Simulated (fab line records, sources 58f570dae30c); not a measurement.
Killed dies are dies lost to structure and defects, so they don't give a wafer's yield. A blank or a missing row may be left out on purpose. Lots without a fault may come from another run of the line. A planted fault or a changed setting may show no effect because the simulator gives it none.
A struck lot beside a sound one | flow berkeley_cmos170 | 15 steps out of a route of 331
Sound: wafers L977.2, L977.5, L977.6. Struck: wafer L975.2. (L975.1, L975.5 of the same lot were not struck and are left out.) The cause comes at the end.
At each step with rows: each side's tool, then ch and its chambers, then its first start. Under that, the readings that differ: sound wafers | struck wafers | difference of the means | sigmas: that difference in standard deviations of wafers without a fault.
alike: readings whose means differ by less than 2 such deviations, and words and numbers that are the same on both sides. not compared: withheld readings, readings that some wafer has no value for, bounds like >300 that may hide the same value, and numbers for which the record gives no deviation and whose values overlap.
The two part at a step that has a row with sigmas, a row that says differs or no value, or rows on one side only. Numbers that don't overlap but have no deviation are shown without sigmas and don't part them. A reading that every wafer of one side lacks parts them only if that side has two wafers or more.

UCB170_M1_RS_MEAS_01: measures by four-point-probe.
  sound on film_metro-01, day 9 07:28; struck on film_metro-01, day 9 08:16
  reading           | sound                | struck | difference | sigmas
  M1_AL_RS (ohm/sq) | 0.0492 0.0491 0.0490 | 0.0502 | +0.0011    | +2
UCB170_M1_THK_MEAS_02: measures by xrf.
  sound on film_metro-01, day 9 07:34; struck on film_metro-01, day 9 08:23
  reading        | sound       | struck | difference | sigmas
  M1_AL_THK (nm) | 600 603 600 | 585    | -16        | -2
then, 6 steps without rows for these wafers: UCB170_M1_COAT_03; UCB170_M1_COAT_04 (resist thk 900 nm); UCB170_M1_SOFTBAKE_05 (time 60 s); UCB170_M1_EXPOSE_06 (exposes mask METAL1, target cd 700 nm); UCB170_M1_PEB_07; UCB170_M1_DEVELOP_08 (develop time 45 s).
UCB170_M1_CD_MEAS_09: target cd 700 nm.
  sound on cd_sem-02, day 9 08:29; struck on cd_sem-02, day 9 10:20
  alike: cd_nm
UCB170_M1_OVL_MEAS_10:
  sound on overlay-01, day 9 08:35; struck on overlay-02, day 9 10:28
  reading     | sound     | struck | difference | sigmas
  M1_OVL (nm) | -5 -12 -7 | 7      | +15        | +3
UCB170_M1_ETCH_11: etches BARC in N2/H2.
  sound on rie_diel-04 ch 0,1,2, day 9 08:37; struck on rie_diel-03 ch 2, day 9 10:30
  alike: chamber_pressure_mTorr, drypump_motor_current_A, oes_product_au, throttle_valve_pct
UCB170_M1_METAL_ETCH_12: etches Al in Cl2/BCl3, stops on PSG, target depth 780 nm, time 130 s.
  sound on rie_metal-02 ch 0, day 9 08:43; struck on rie_metal-01 ch 0, day 9 10:32
  reading                     | sound          | struck | difference                   | sigmas
  drypump_motor_current_A (A) | 5.34 5.32 5.34 | 5.90   | +0.57                        | +2
  rf_hours_counter_h (h)      | - - -          | 3      | no value on the sound wafers |
  alike: chamber_pressure_mTorr, oes_product_au, throttle_valve_pct
UCB170_M1_STRIP_13: strips in O2.
  sound on plasma_asher-04 ch 0,1, day 9 08:56; struck on plasma_asher-04 ch 0, day 9 10:40
  reading                        | sound             | struck | difference | sigmas
  chamber_pressure_mTorr (mTorr) | 3502 3500 3499    | 3492   | -8         | -2
  o2_flow_sccm (sccm)            | 400.4 399.7 400.0 | 201.5  | -198.5     | -99 or more
  oes_product_au (a.u.)          | 0.716 0.721 0.724 | 0.665  | -0.055     | -13
  alike: drypump_motor_current_A
  not compared: rf_hours_counter_h
UCB170_M1_CD_MEAS_90: target cd 700 nm.
  sound on cd_sem-02, day 9 09:03; struck on cd_sem-02, day 9 11:11
  alike: cd_nm
UCB170_M3_PROBE_99:
  the record has rows for the struck wafers here (prober-01, day 10 01:08) and none for the sound ones

WHERE THEY PART
First at UCB170_M1_RS_MEAS_01; last, within this record, at UCB170_M3_PROBE_99.

WHY: what the simulator had put in
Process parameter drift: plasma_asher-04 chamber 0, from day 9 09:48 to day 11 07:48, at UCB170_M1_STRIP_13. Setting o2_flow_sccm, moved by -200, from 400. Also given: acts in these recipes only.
